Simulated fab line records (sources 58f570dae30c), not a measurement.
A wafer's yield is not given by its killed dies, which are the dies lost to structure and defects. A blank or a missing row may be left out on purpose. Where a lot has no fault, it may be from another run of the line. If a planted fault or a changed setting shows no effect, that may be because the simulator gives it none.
Problem report, 8D (eight disciplines) form, completed by code	flow berkeley-cmos170	the parts of the form that need people (team, actions taken, sign-off) are left out

== 1. THE PROBLEM ==
Mean of prime-temp-c at UCB170_CONTACT_HMDS_03: 95.95 C across 6 wafers in 2 lots; on wafers with no fault it is 99.98 C (standard deviation 0.13). Relative to the usual mean, that is a shift of -31 standard deviations.
The step: prime time 60 s.
First seen on wafer L157.1, day 9 23:04, on litho-track-02. Wafers with a number at this step in the record: 42, from 14 lots. The rule behind "out" and "out of limits": a value lying over 4 standard deviations away from the usual mean. Any other wafer with a number is counted as sound.

== 2. WHAT IT IS; WHAT IT IS NOT ==
question	is	is not
which readings at this step	prime-temp-c	-
which lots	L157, L158	L147, L148, L150, L151, L152, L153, L154, L163, L165, L166, L168, L169
which wafers of those lots	all that have a number	-
read on which tools	litho-track-02	litho-track-03, litho-track-04
when	from day 9 23:04	up to then (21 sound wafers); but 15 sound wafers of L163, L165, L166, L168, L169 came after

== 3. WHAT RULES OUT EACH SUSPECT ==
Counting: a tool at a process step up to the reading stays a suspect if it ran every lot that is out and no sound lot after the first of them.
- litho-track-02 at UCB170_CONTACT_HMDS_03 (prime time 60 s): kept. All lots that are out passed through it, beginning with L157 at day 9 23:04, and no sound lot followed; its final sound lot before that point was L153 at day 9 13:55. On those wafers its own readings are out: prime-temp-c.
The count leaves litho-track-02 at UCB170_CONTACT_HMDS_03.

== 4. THE CAUSE (what the simulator had put in) ==
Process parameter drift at UCB170_CONTACT_HMDS_03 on litho-track-02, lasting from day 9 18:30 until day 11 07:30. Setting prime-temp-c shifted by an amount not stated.
This tool alone remained once counting was done.

== 5. SEQUENCE OF EFFECTS, ordered by route ==
Each row: a reading whose mean over the struck wafers that have a number lies more than 3 standard deviations from the usual. Only readings for which the record gives a usual standard deviation are gone through. hours: the time from each lot's start at the first step in this table that gives one to its start at this step, as a median over the lots. sigmas: the change in usual standard deviations.
hours	step	reading	usual	on struck wafers	change	sigmas
0	UCB170_CONTACT_HMDS_03	prime-temp-c	99.98 C	95.95	-4.03	-31
Here are the process steps it includes:
- UCB170_CONTACT_HMDS_03: prime time 60 s.

== 6. WHAT WOULD HAVE CAUGHT IT SOONER ==
5 hours passed between the start of the fault at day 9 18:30 and the first reading out of limits in this record, taken at day 9 23:04.
